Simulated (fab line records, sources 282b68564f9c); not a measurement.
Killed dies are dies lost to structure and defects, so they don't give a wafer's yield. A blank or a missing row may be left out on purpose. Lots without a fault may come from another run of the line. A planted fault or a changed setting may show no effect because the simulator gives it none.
A struck lot beside a sound one | flow rit_cmos | 18 steps out of a route of 202
Sound: wafers L807.3, L807.4, L807.6. Struck: wafers L817.3, L817.4, L817.5. The cause comes at the end.
At each step with rows: each side's tool, then ch and its chambers, then its first start. Under that, the readings that differ: sound wafers | struck wafers | difference of the means | sigmas: that difference in standard deviations of wafers without a fault.
alike: readings whose means differ by less than 2 such deviations, and words and numbers that are the same on both sides. not compared: withheld readings, readings that some wafer has no value for, bounds like >300 that may hide the same value, and numbers for which the record gives no deviation and whose values overlap.
The two part at a step that has a row with sigmas, a row that says differs or no value, or rows on one side only. Numbers that don't overlap but have no deviation are shown without sigmas and don't part them. A reading that every wafer of one side lacks parts them only if that side has two wafers or more.

first, 4 steps without rows for these wafers: RIT_NRETRO_SOFTBAKE_02 (time 60 s); RIT_NRETRO_EXPOSE_03 (exposes mask M4, target cd 43900 nm); RIT_NRETRO_PEB_04; RIT_NRETRO_DEVELOP_05 (develop time 68 s).
RIT_NRETRO_OVL_MEAS_06:
  sound on overlay-02, day 2 16:25; struck on overlay-02, day 4 20:02
  alike: NRETRO_OVL
then, 2 steps without rows for these wafers: RIT_NRETRO_HARDBAKE_07 (time 120 s); RIT_NRETRO_IMPLANT_08.
RIT_NRETRO_STRIP_09: strips in O2, time 180 s.
  sound on plasma_asher-01 ch 0,1, day 2 16:55; struck on plasma_asher-01 ch 0,1, day 4 20:31
  alike: drypump_motor_current_A, rf_refl_power_W
  not compared: rf_hours_counter_h
RIT_NRETRO_TW_MEAS_10:
  sound on film_metro-04, day 2 17:03; struck on film_metro-02, day 4 20:40
  alike: NRETRO_TW
then, 3 steps without rows for these wafers: RIT_PRETRO_HMDS_00 (prime time 60 s); RIT_PRETRO_COAT_01 (resist thk 1300 nm); RIT_PRETRO_SOFTBAKE_02 (time 60 s).
RIT_PRETRO_EXPOSE_03: exposes mask M5, target cd 43700 nm.
  sound on iline_stepper-02 ch 0, day 2 17:35; struck on iline_stepper-01 ch 0, day 4 21:19
  reading                        | sound                   | struck               | difference | sigmas
  model.PRETRO.overlay_x_nm (nm) | 0.05228 0.05228 0.05228 | -149.5 -149.5 -149.5 | -149.6     |
  alike: mask, exposure_dose_mJ_cm2
then, 2 steps without rows for these wafers: RIT_PRETRO_PEB_04; RIT_PRETRO_DEVELOP_05 (develop time 68 s).
RIT_PRETRO_OVL_MEAS_06:
  sound on overlay-01, day 2 17:59; struck on overlay-02, day 4 21:43
  reading         | sound          | struck               | difference | sigmas
  PRETRO_OVL (nm) | -0.9 -0.9 -1.4 | -148.8 -148.7 -149.0 | -147.8     | -99 or more
then, 1 step without rows for these wafers: RIT_PRETRO_HARDBAKE_07 (time 120 s).
RIT_M1_PROBE_99:
  sound on prober-01, day 3 20:46; struck on prober-01, day 6 03:32
  alike: killed_at_contacts, killed_at_front_end, killed_dies, killed_open, killed_short
  not compared: model.etest.retro_edge_pmos.off_log10_a_um, model.etest.retro_edge_nmos.off_log10_a_um

WHERE THEY PART
Only at RIT_PRETRO_OVL_MEAS_06, within this record. Later steps at which nothing parts them and some readings are alike: RIT_M1_PROBE_99.

WHY: what the simulator had put in
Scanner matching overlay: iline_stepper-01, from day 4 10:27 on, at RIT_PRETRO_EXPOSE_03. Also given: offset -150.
